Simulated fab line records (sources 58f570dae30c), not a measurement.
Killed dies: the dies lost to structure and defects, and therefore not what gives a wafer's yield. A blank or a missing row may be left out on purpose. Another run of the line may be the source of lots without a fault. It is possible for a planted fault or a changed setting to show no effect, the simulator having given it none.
fab line records	flow berkeley-cmos170
record: lots: 14	wafers: 42	last-day: 11
route steps=331 shown NWELL@19 PWELL@50 BACKSIDE@202 V1@267
lots that met no fault: taken from a fault-free run of the same line
start-h: hours from the record's opening day to when the first of the lot's shown wafers began	wait-h: time in hours since the lot's previous step	" the same as in the row above	L1.1+2: a row that stands for several wafers	- no value, or no start given	* or withheld: withheld	< > ~ a bound
route shown NAME@n: a module of which the file shows steps, and the number in the route of the first	usual: mean/standard deviation of fault-free wafers	same: alike in all rows	chamber/n: place in a boat	sites: readings site by site	_std_site: standard deviation across them	_edge_site: the outer-site mean with the inner-site mean subtracted	radius-mm: how far each site lies from the wafer's centre	mask NAME#n: copy n	behind: the tool/chamber that last shaped the wafer	hold: reason for holding the lot/hours on hold/outcome of the hold	device: which transistor (n, p or np) failed to switch	end of line: the route-end tests of the same wafers	step lacking rows: just its recipe	killed: dies that structure and defects cost at the first sort, which is not the same as the wafer's yield	map: dies across one wafer; x = killed, . = not, _ = none there
set.NAME: the setting the step ran with; set.NAME@STEP: the setting that earlier step ran with	model.NAME: the simulator's own value behind a step, which no gauge read
the route's steps for a sample of lots (tables are steps, rows are wafers)
services: a tool's chamber out of use, with start hour (start-h, from the record's first day; less than 0 if before it), hours out, and reason
== steps ==
step: UCB170_NWELL_THK_MEAS_05
recipe: reads: Si3N4_of_NWELL_CVD_04
usual: NWELL_NITRIDE_THK: 224.6/1.8
lot.wafer	tool	chamber	start-h	wait-h	NWELL_NITRIDE_THK[nm]
L223.1	film-metro-01	-	37.24	0.0	225.0
L223.2	"	-	"	"	224.5
L223.3	"	-	"	"	223.6
L224.1	film-metro-03	-	37.24	0.0	226.7
L224.2	"	-	"	"	226.6
L224.3	"	-	"	"	225.1
L228.1	film-metro-01	-	58.69	0.0	222.0
L228.5	"	-	"	"	222.6
L228.6	"	-	"	"	222.6
L227.3	film-metro-02	-	58.71	0.0	224.3
L227.5	"	-	"	"	224.9
L227.6	"	-	"	"	225.2
L229.1	film-metro-02	-	63.65	0.0	224.0
L229.4	"	-	"	"	225.4
L229.6	"	-	"	"	223.3
L230.1	film-metro-03	-	69.44	0.0	223.0
L230.3	"	-	"	"	224.6
L230.5	"	-	"	"	225.3
L232.1	film-metro-02	-	69.44	0.0	223.4
L232.2	"	-	"	"	224.4
L232.5	"	-	"	"	222.5
L231.4	film-metro-01	-	69.47	0.0	225.3
L231.5	"	-	"	"	227.2
L231.6	"	-	"	"	226.9
L233.1	film-metro-02	-	82.14	0.0	227.2
L233.2	"	-	"	"	228.0
L233.3	"	-	"	"	227.0
L235.4	film-metro-01	-	88.75	0.0	221.4
L235.5	"	-	"	"	221.6
L235.6	"	-	"	"	221.4
L237.2	film-metro-01	-	106.36	0.0	226.8
L237.4	"	-	"	"	225.1
L237.5	"	-	"	"	223.5
L241.1	film-metro-01	-	118.42	0.0	223.8
L241.2	"	-	"	"	223.8
L241.6	"	-	"	"	222.6
L244.1	film-metro-02	-	140.00	0.0	222.8
L244.4	"	-	"	"	225.8
L244.5	"	-	"	"	226.1
L246.4	film-metro-02	-	145.46	0.1	225.0
L246.5	"	-	"	"	223.8
L246.6	"	-	"	"	223.1
step: UCB170_PWELL_STRIP_16
recipe: chemistry: O2	power-w: 400	pressure-mtorr: 3500	platen-temp-c: withheld	o2-flow-sccm: 400	overash-fraction: 0.5
usual: chamber-pressure-mTorr: 3500/3.5	drypump-motor-current-A: 5.9/0.61	oes-product-au: 0.721/0.0044	overash-fraction: 0.5/0	strip-time-to-endpoint-s: 18.13/0.094
lot.wafer	tool	chamber	start-h	wait-h	chamber-pressure-mTorr	drypump-motor-current-A	oes-product-au	overash-fraction	rf-hours-counter-h	strip-time-to-endpoint-s
L223.1	plasma-asher-02	0	57.07	0.1	3504	6.2	0.716	0.5	24	18.06
L223.2	"	1	"	"	3502	5.9	0.721	0.5	24	18.16
L223.3	"	0	"	"	3502	6.3	0.713	0.5	-	18.12
L224.1	plasma-asher-04	0	57.34	0.1	3504	5.1	0.729	0.5	29	18.09
L224.2	"	1	"	"	3497	6.7	0.720	0.5	29	18.03
L224.3	"	1	"	"	3504	6.6	0.728	0.5	-	18.07
L228.1	plasma-asher-02	0	77.53	0.1	3502	6.2	0.716	0.5	27	18.17
L228.5	"	0	"	"	3502	6.2	0.715	0.5	-	18.08
L228.6	"	1	"	"	3503	5.9	0.712	0.5	-	18.24
L227.3	plasma-asher-01	1	77.81	0.1	3498	5.1	0.726	0.5	-	18.04
L227.5	"	1	"	"	3497	5.1	0.717	0.5	-	18.01
L227.6	"	0	"	"	3505	6.4	0.720	0.5	-	17.93
L229.1	plasma-asher-02	1	84.77	0.1	3505	5.9	0.718	0.5	28	18.05
L229.4	"	1	"	"	3500	5.9	0.713	0.5	-	17.95
L229.6	"	0	"	"	3500	6.2	0.728	0.5	-	18.13
L232.1	plasma-asher-02	1	98.40	0.1	3502	5.9	0.726	0.5	30	18.25
L232.2	"	0	"	"	3504	6.3	0.723	0.5	30	18.13
L232.5	"	1	"	"	3499	5.9	0.722	0.5	-	18.07
L231.4	plasma-asher-04	0	98.41	0.1	3500	5.0	0.717	0.5	-	18.09
L231.5	"	1	"	"	3499	6.6	0.726	0.5	-	17.93
L231.6	"	0	"	"	3497	5.1	0.719	0.5	-	18.05
L230.1	plasma-asher-04	1	98.58	0.1	3498	6.6	0.720	0.5	32	18.07
L230.3	"	0	"	"	3494	5.1	0.719	0.5	-	18.23
L230.5	"	0	"	"	3495	5.1	0.728	0.5	-	18.12
L233.1	plasma-asher-02	0	106.74	0.1	3501	6.2	0.722	0.5	31	18.10
L233.2	"	1	"	"	3498	5.9	0.723	0.5	31	18.15
L233.3	"	0	"	"	3499	6.2	0.723	0.5	-	18.25
L235.4	plasma-asher-02	0	107.95	0.1	3495	6.2	0.718	0.5	-	18.03
L235.5	"	0	"	"	3497	6.2	0.725	0.5	-	18.22
L235.6	"	1	"	"	3502	5.9	0.727	0.5	-	17.97
L237.2	plasma-asher-01	0	124.43	0.1	3497	6.4	0.718	0.5	1	18.14
L237.4	"	1	"	"	3502	5.1	0.723	0.5	-	18.27
L237.5	"	1	"	"	3503	5.1	0.721	0.5	-	18.17
L241.1	plasma-asher-04	0	138.14	0.1	3503	5.1	0.727	0.5	37	18.15
L241.2	"	1	"	"	3506	6.6	0.720	0.5	37	18.08
L241.6	"	0	"	"	3500	5.1	0.723	0.5	-	18.21
L244.1	plasma-asher-04	0	160.98	0.1	-	-	-	-	-	-
L244.4	"	0	"	"	-	-	-	-	-	-
L244.5	"	0	"	"	-	-	-	-	-	-
L246.4	plasma-asher-04	1	166.49	0.1	-	-	-	-	-	-
L246.5	"	0	"	"	-	-	-	-	-	-
L246.6	"	1	"	"	-	-	-	-	-	-
step: UCB170_BACKSIDE_STRIP_03
recipe: chemistry: O2	power-w: 400	pressure-mtorr: 3500	platen-temp-c: withheld	o2-flow-sccm: 400	overash-fraction: 0.5
usual: chamber-pressure-mTorr: 3500/3.3	drypump-motor-current-A: 5.8/0.54	oes-product-au: 0.734/0.004	strip-time-to-endpoint-s: 21.99/0.061
same: overash-fraction: 0.5
lot.wafer	tool	chamber	start-h	wait-h	chamber-pressure-mTorr	drypump-motor-current-A	oes-product-au	rf-hours-counter-h	strip-time-to-endpoint-s
L223.1	plasma-asher-02	1	150.50	0.1	3498	5.9	0.734	37	22.09
L223.2	"	0	"	"	3501	6.2	0.735	37	22.15
L223.3	"	0	"	"	3502	6.2	0.734	-	22.07
L224.1	plasma-asher-03	1	150.95	0.1	3495	6.0	0.734	45	22.06
L224.2	"	0	"	"	3501	4.9	0.726	45	22.06
L224.3	"	1	"	"	3499	6.0	0.737	-	22.04
L227.3	plasma-asher-02	1	179.17	0.1	3501	5.8	0.728	-	21.95
L227.5	"	1	"	"	3502	5.9	0.733	-	21.93
L227.6	"	0	"	"	3501	6.2	0.734	-	21.95
L228.1	plasma-asher-03	1	179.55	0.1	3498	6.1	0.729	48	21.97
L228.5	"	1	"	"	3504	6.1	0.730	-	21.99
L228.6	"	0	"	"	3504	4.9	0.733	-	21.97
L230.1	plasma-asher-03	1	199.56	0.1	3500	6.0	0.733	50	22.12
L230.3	"	0	"	"	3504	4.9	0.732	-	22.08
L230.5	"	0	"	"	3496	4.9	0.732	-	22.10
L231.4	plasma-asher-01	1	199.79	0.1	3502	5.1	0.729	-	21.93
L231.5	"	0	"	"	3501	6.5	0.742	-	21.96
L231.6	"	1	"	"	3504	5.1	0.735	-	21.96
L232.1	plasma-asher-02	1	200.04	0.1	3501	5.9	0.734	42	21.97
L232.2	"	0	"	"	3495	6.2	0.733	42	21.94
L232.5	"	0	"	"	3504	6.2	0.738	-	21.94
L229.1	plasma-asher-03	0	200.28	0.1	3498	4.9	0.742	50	21.98
L229.4	"	1	"	"	3493	6.0	0.732	-	22.04
L229.6	"	0	"	"	3497	4.9	0.731	-	21.98
L233.1	plasma-asher-01	1	203.38	0.1	3501	5.1	0.734	10	22.04
L233.2	"	0	"	"	3498	6.4	0.737	10	22.01
L233.3	"	1	"	"	3498	5.1	0.729	-	22.02
L235.4	plasma-asher-02	0	204.16	0.1	3502	6.2	0.737	-	21.97
L235.5	"	1	"	"	3495	5.9	0.738	-	22.05
L235.6	"	0	"	"	3498	6.2	0.736	-	21.96
L237.2	plasma-asher-02	1	229.88	0.1	3499	5.9	0.737	45	21.96
L237.4	"	0	"	"	3500	6.2	0.739	-	21.99
L237.5	"	1	"	"	3499	5.9	0.731	-	21.97
L241.1	plasma-asher-02	0	236.06	0.1	3507	6.2	0.739	45	21.93
L241.2	"	1	"	"	3499	5.9	0.729	45	21.91
L241.6	"	1	"	"	3498	5.9	0.734	-	21.93
step: UCB170_V1_OVL_MEAS_13
usual: V1_OVL: 4/4.2
lot.wafer	tool	chamber	start-h	wait-h	V1_OVL[nm]
L223.1	overlay-02	-	162.06	0.1	0
L223.2	"	-	"	"	3
L223.3	"	-	"	"	3
L224.1	overlay-02	-	165.94	0.1	11
L224.2	"	-	"	"	1
L224.3	"	-	"	"	1
L227.3	overlay-02	-	192.32	0.1	9
L227.5	"	-	"	"	3
L227.6	"	-	"	"	6
L228.1	overlay-01	-	195.13	0.1	-4
L228.5	"	-	"	"	0
L228.6	"	-	"	"	-3
L230.1	overlay-01	-	216.09	0.1	5
L230.3	"	-	"	"	6
L230.5	"	-	"	"	4
L231.4	overlay-01	-	216.15	0.1	6
L231.5	"	-	"	"	9
L231.6	"	-	"	"	8
L229.1	overlay-01	-	216.37	0.1	2
L229.4	"	-	"	"	11
L229.6	"	-	"	"	-3
L232.1	overlay-01	-	216.67	0.1	5
L232.2	"	-	"	"	7
L232.5	"	-	"	"	3
L233.1	overlay-01	-	217.09	0.1	4
L233.2	"	-	"	"	8
L233.3	"	-	"	"	5
L235.4	overlay-02	-	225.87	0.1	9
L235.5	"	-	"	"	5
L235.6	"	-	"	"	4
L237.2	overlay-01	-	244.65	0.1	-7
L237.4	"	-	"	"	-2
L237.5	"	-	"	"	-4
L241.1	overlay-02	-	251.68	0.1	5
L241.2	"	-	"	"	3
L241.6	"	-	"	"	2
== services ==
tool	chamber	start-h	hours	kind
plasma-asher-04	-	51.97	0.3	repair
plasma-asher-04	-	67.25	14.6	pm
plasma-asher-01	-	99.59	0.6	repair
plasma-asher-01	-	108.75	9.0	pm
plasma-asher-01	0	108.75	9.0	vent-cycle
plasma-asher-01	1	108.75	9.0	vent-cycle
plasma-asher-01	0	117.75	-	clean
plasma-asher-01	1	117.75	-	clean
plasma-asher-03	-	123.03	1.1	repair
plasma-asher-01	-	219.53	4.8	repair
plasma-asher-02	-	223.58	2.8	repair
== key ==
first-sign: step: UCB170_PWELL_STRIP_16	reading: tool-record	direction: missing
effect none on later readings
met-at UCB170_PWELL_STRIP_16
struck-lots L244,L246
later-rows-left-out L244.1,L244.4,L244.5,L246.4,L246.5,L246.6
sort-left-out L244.1,L244.4,L244.5,L246.4,L246.5,L246.6
tester-left-out L244,L246
not-acting-at UCB170_NWELL_THK_MEAS_05,UCB170_BACKSIDE_STRIP_03,UCB170_V1_OVL_MEAS_13
onset-between 138.14 160.98
fault: kind: skipped-step-whole	tool: plasma-asher-04	chamber: -	onset-h: 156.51	steps: UCB170_PWELL_STRIP_16	scope: struck-lots-only
tester-left-out: of these lots the tester's yield and bins aren't shown, on N5 and GAA mostly nor the transistor test; their killed dies are dies lost to structure and defects alone, not to doping, threshold or leakage, so they don't give the yield
sort-left-out: the simulated sort isn't trusted on such a fault, so these wafers' sort isn't shown, and their yield isn't known
later-rows-left-out: the simulator's readings of these wafers behind a module that went badly wrong aren't trusted and aren't shown, but for the sort
